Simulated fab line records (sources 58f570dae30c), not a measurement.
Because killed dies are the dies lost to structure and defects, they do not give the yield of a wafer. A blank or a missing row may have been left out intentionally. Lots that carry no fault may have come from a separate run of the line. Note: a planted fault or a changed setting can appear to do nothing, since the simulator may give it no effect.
fab line records -- flow berkeley-cmos170
record: lots: 6, wafers: 18, last-day: 12
route steps=331 shown PVT@115 GATE@125 FIELD@126
lots untouched by any fault: they come from a run of this same line in which no faults occurred
start-h: start of the lot's first displayed wafer, in hours after the record's first day -- wait-h: hours since the lot's step before -- " same as the row above -- L1.1+2: several wafers, shown together as one row -- - no value, or no start was given -- * or withheld: withheld -- < > ~ a bound
route shown NAME@n: a module of which the file shows steps, and the number in the route of the first -- usual: mean/standard deviation of fault-free wafers -- same: alike in all rows -- chamber/n: place in a boat -- sites: the reading at each site -- _std_site: the values' standard deviation -- _edge_site: inner sites' mean taken away from outer sites' mean -- radius-mm: how far each site lies from the wafer's centre -- mask NAME#n: copy n -- behind: tool/chamber where the wafer was last shaped -- hold: what put the lot on hold/how long, in hours/how the hold closed -- device: the transistor (n, p or np) that didn't switch -- end of line: tests run on the same wafers once the route is complete -- a step without rows: its recipe alone -- killed: not the wafer's yield, but the dies lost to structure and defects at the first sort -- map: the dies of a wafer, with x for killed, . for not killed, _ for no die there
set.NAME: the setting that was run; set.NAME@STEP: the one run at that earlier step -- model.NAME: the simulator's own value behind a step, which no gauge read
lots seen at some steps along the route; tables by step, rows by wafer
services: from which hour (start-h, from the record's first day; less than 0 if before it) a tool's chamber was out of use, for how many hours, and why
== steps ==
step: UCB170_PVT_HMDS_00
recipe: prime-time-s: 60, prime-temp-c: 100
step: UCB170_PVT_COAT_01
recipe: resist: KrF, spin-rpm: 1500, resist-thk-nm: 900
step: UCB170_PVT_SOFTBAKE_02
recipe: resist: KrF, temp-c: 130, time-s: 60
step: UCB170_PVT_EXPOSE_03
recipe: mask-id: NWELL, target-cd-nm: 3000, na: 0.5, sigma-outer: 0.6, source-shape: conventional, dose-mj: 30
step: UCB170_PVT_PEB_04
recipe: peb-temp-c: 130, peb-time-s: withheld, resist: KrF
step: UCB170_PVT_DEVELOP_05
recipe: developer: TMAH, develop-time-s: 45, resist: KrF, dev-temp-c: 21
step: UCB170_PVT_OVL_MEAS_06
usual: PVT_OVL: -2/5.8
lot.wafer,tool,chamber,start-h,wait-h,PVT_OVL[nm]
L789.1,overlay-01,-,135.27,-,0
L789.2,overlay-01,-,135.27,-,-9
L789.5,overlay-01,-,135.27,-,4
L801.1,overlay-02,-,197.12,-,-1
L801.2,overlay-02,-,197.12,-,1
L801.4,overlay-02,-,197.12,-,-6
L800.1,overlay-01,-,197.39,-,-8
L800.3,overlay-01,-,197.39,-,-5
L800.6,overlay-01,-,197.39,-,-9
L803.1,overlay-01,-,210.53,-,-1
L803.3,overlay-01,-,210.53,-,-4
L803.6,overlay-01,-,210.53,-,1
L807.2,overlay-02,-,227.44,-,3
L807.3,overlay-02,-,227.44,-,0
L807.6,overlay-02,-,227.44,-,0
L805.1,overlay-02,-,227.81,-,-2
L805.2,overlay-02,-,227.81,-,3
L805.6,overlay-02,-,227.81,-,9
step: UCB170_PVT_IMPLANT_07
recipe: species: P, dose-cm2: 2e+12, energy-kev: 30, tilt-deg: 7
step: UCB170_PVT_STRIP_08
recipe: chemistry: O2, power-w: 400, pressure-mtorr: 3500, platen-temp-c: withheld, o2-flow-sccm: 400, overash-fraction: 0.5
usual: drypump-motor-current-A: 5.7/0.41, oes-product-au: 0.734/0.0038, strip-time-to-endpoint-s: 21.63/0.059
lot.wafer,tool,chamber,start-h,wait-h,drypump-motor-current-A,oes-product-au,rf-hours-counter-h,strip-time-to-endpoint-s
L789.1,plasma-asher-01,1,135.46,0.1,6.0,0.733,2,21.70
L789.2,plasma-asher-01,0,135.46,0.1,5.9,0.738,2,21.61
L789.5,plasma-asher-01,0,135.46,0.1,5.9,0.734,-,21.62
L801.1,plasma-asher-03,0,197.30,0.1,5.1,0.728,48,21.70
L801.2,plasma-asher-03,1,197.30,0.1,4.8,0.735,48,21.70
L801.4,plasma-asher-03,1,197.30,0.1,4.8,0.734,-,21.66
L800.1,plasma-asher-02,0,197.58,0.1,5.6,0.737,48,21.64
L800.3,plasma-asher-02,1,197.58,0.1,6.0,0.737,-,21.66
L800.6,plasma-asher-02,0,197.58,0.1,5.7,0.738,-,21.66
L803.1,plasma-asher-02,1,210.72,0.1,6.0,0.738,50,21.60
L803.3,plasma-asher-02,0,210.72,0.1,5.7,0.731,-,21.58
L803.6,plasma-asher-02,1,210.72,0.1,6.0,0.734,-,21.61
L807.2,plasma-asher-01,1,227.62,0.1,6.0,0.737,13,21.66
L807.3,plasma-asher-01,0,227.62,0.1,5.9,0.738,-,21.68
L807.6,plasma-asher-01,1,227.62,0.1,6.0,0.733,-,21.66
L805.1,plasma-asher-02,1,228.00,0.1,6.0,0.736,52,21.58
L805.2,plasma-asher-02,0,228.00,0.1,5.7,0.729,52,21.51
L805.6,plasma-asher-02,1,228.00,0.1,6.0,0.731,-,21.57
step: UCB170_PVT_TW_MEAS_09
usual: PVT_TW: 504/6.8
lot.wafer,tool,chamber,start-h,wait-h,PVT_TW
L789.1,film-metro-04,-,135.56,0.1,496
L789.2,film-metro-04,-,135.56,0.1,500
L789.5,film-metro-04,-,135.56,0.1,496
L801.1,film-metro-04,-,197.40,0.1,496
L801.2,film-metro-04,-,197.40,0.1,496
L801.4,film-metro-04,-,197.40,0.1,496
L800.1,film-metro-04,-,197.68,0.1,493
L800.3,film-metro-04,-,197.68,0.1,496
L800.6,film-metro-04,-,197.68,0.1,495
L803.1,film-metro-04,-,210.82,0.1,495
L803.3,film-metro-04,-,210.82,0.1,497
L803.6,film-metro-04,-,210.82,0.1,495
L807.2,film-metro-04,-,227.73,0.1,498
L807.3,film-metro-04,-,227.73,0.1,495
L807.6,film-metro-04,-,227.73,0.1,495
L805.1,film-metro-02,-,228.10,0.1,512
L805.2,film-metro-02,-,228.10,0.1,515
L805.6,film-metro-02,-,228.10,0.1,514
step: UCB170_GATE_WET_ETCH_00
recipe: chemistry: dHF, dilution: 25:1, target: SiO2, temp-c: 25, time-s: 200
step: UCB170_FIELD_THK_MEAS_91
recipe: reads: SiO2_of_FIELD_OXIDATION_01
usual: FIELD_OXIDE_LEFT_2_THK: 355/15
lot.wafer,tool,chamber,start-h,wait-h,FIELD_OXIDE_LEFT_2_THK[nm]
L789.1,film-metro-01,-,135.79,0.0,342
L789.2,film-metro-01,-,135.79,0.0,335
L789.5,film-metro-01,-,135.79,0.0,328
L801.1,film-metro-02,-,197.60,0.0,349
L801.2,film-metro-02,-,197.60,0.0,357
L801.4,film-metro-02,-,197.60,0.0,358
L800.1,film-metro-01,-,197.81,0.0,369
L800.3,film-metro-01,-,197.81,0.0,362
L800.6,film-metro-01,-,197.81,0.0,357
L803.1,film-metro-04,-,210.94,0.0,372
L803.3,film-metro-04,-,210.94,0.0,378
L803.6,film-metro-04,-,210.94,0.0,372
L807.2,film-metro-01,-,227.92,0.0,339
L807.3,film-metro-01,-,227.92,0.0,333
L807.6,film-metro-01,-,227.92,0.0,339
L805.1,film-metro-02,-,228.31,0.0,354
L805.2,film-metro-02,-,228.31,0.0,350
L805.6,film-metro-02,-,228.31,0.0,341
step: UCB170_GATE_OXIDATION_01
recipe: temp-c: 850, ambient: O2, target-thk-a: 66, ox-time-s: 1887
usual: ox-temp-c: 850.0/0.38, ox-temp-c-max: 853.5/0.91, zone-power-centre-pct: 39/3.3
lot.wafer,tool,chamber,start-h,wait-h,ox-temp-c,ox-temp-c-max,zone-power-centre-pct
L789.1,furnace-02,0,137.86,2.1,850.3,855.1,41
L789.2,furnace-02,0,137.86,2.1,849.6,853.5,42
L789.5,furnace-02,0,137.86,2.1,849.6,853.6,41
L800.1,furnace-02,-,201.07,3.3,-,-,-
L800.3,furnace-02,-,201.07,3.3,-,-,-
L800.6,furnace-02,-,201.07,3.3,-,-,-
L801.1,furnace-02,-,201.07,3.5,-,-,-
L801.2,furnace-02,-,201.07,3.5,-,-,-
L801.4,furnace-02,-,201.07,3.5,-,-,-
L803.1,furnace-02,0,213.59,2.6,851.1,854.4,42
L803.3,furnace-02,0,213.59,2.6,850.6,854.7,42
L803.6,furnace-02,0,213.59,2.6,849.8,853.3,42
L805.1,furnace-02,0,230.86,2.5,850.6,855.7,41
L805.2,furnace-02,0,230.86,2.5,849.8,854.1,41
L805.6,furnace-02,0,230.86,2.5,850.4,853.9,42
L807.2,furnace-02,0,230.86,2.9,850.8,853.9,42
L807.3,furnace-02,0,230.86,2.9,851.0,854.3,41
L807.6,furnace-02,0,230.86,2.9,850.8,854.5,42
step: UCB170_GATE_ANNEAL_03
recipe: temp-c: 900, time-s: 1800, ambient: N2
== services ==
tool,chamber,start-h,hours,kind
plasma-asher-01,0,117.75,-,clean
plasma-asher-01,1,117.75,-,clean
plasma-asher-03,-,118.29,2.1,repair
plasma-asher-03,-,137.25,7.3,repair
plasma-asher-03,-,143.63,2.7,repair
plasma-asher-02,-,177.31,14.6,pm
plasma-asher-01,-,181.24,4.2,repair
plasma-asher-03,-,193.10,0.9,repair
plasma-asher-01,-,214.13,1.8,repair
plasma-asher-02,-,228.35,25.9,pm
== key ==
first-sign: step: UCB170_GATE_OXIDATION_01, reading: tool-record, direction: missing
effect none on later readings
met-at UCB170_GATE_OXIDATION_01
struck-wafers L800.1,L800.3,L800.6,L801.1,L801.2,L801.4
later-rows-left-out L800.1,L800.3,L800.6,L801.1,L801.2,L801.4
sort-left-out L800.1,L800.3,L800.6,L801.1,L801.2,L801.4
tester-left-out L800,L801
onset-between 137.86 201.07
fault: kind: skipped-step-whole, tool: furnace-02, chamber: -, onset-h: 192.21, steps: UCB170_GATE_OXIDATION_01, scope: struck-lots-only
tester-left-out: of these lots the tester's yield and bins aren't shown, on N5 and GAA mostly nor the transistor test; their killed dies are dies lost to structure and defects alone, not to doping, threshold or leakage, so they don't give the yield
sort-left-out: the simulated sort isn't trusted on such a fault, so these wafers' sort isn't shown, and their yield isn't known
later-rows-left-out: the simulator's readings of these wafers behind a module that went badly wrong aren't trusted and aren't shown, but for the sort
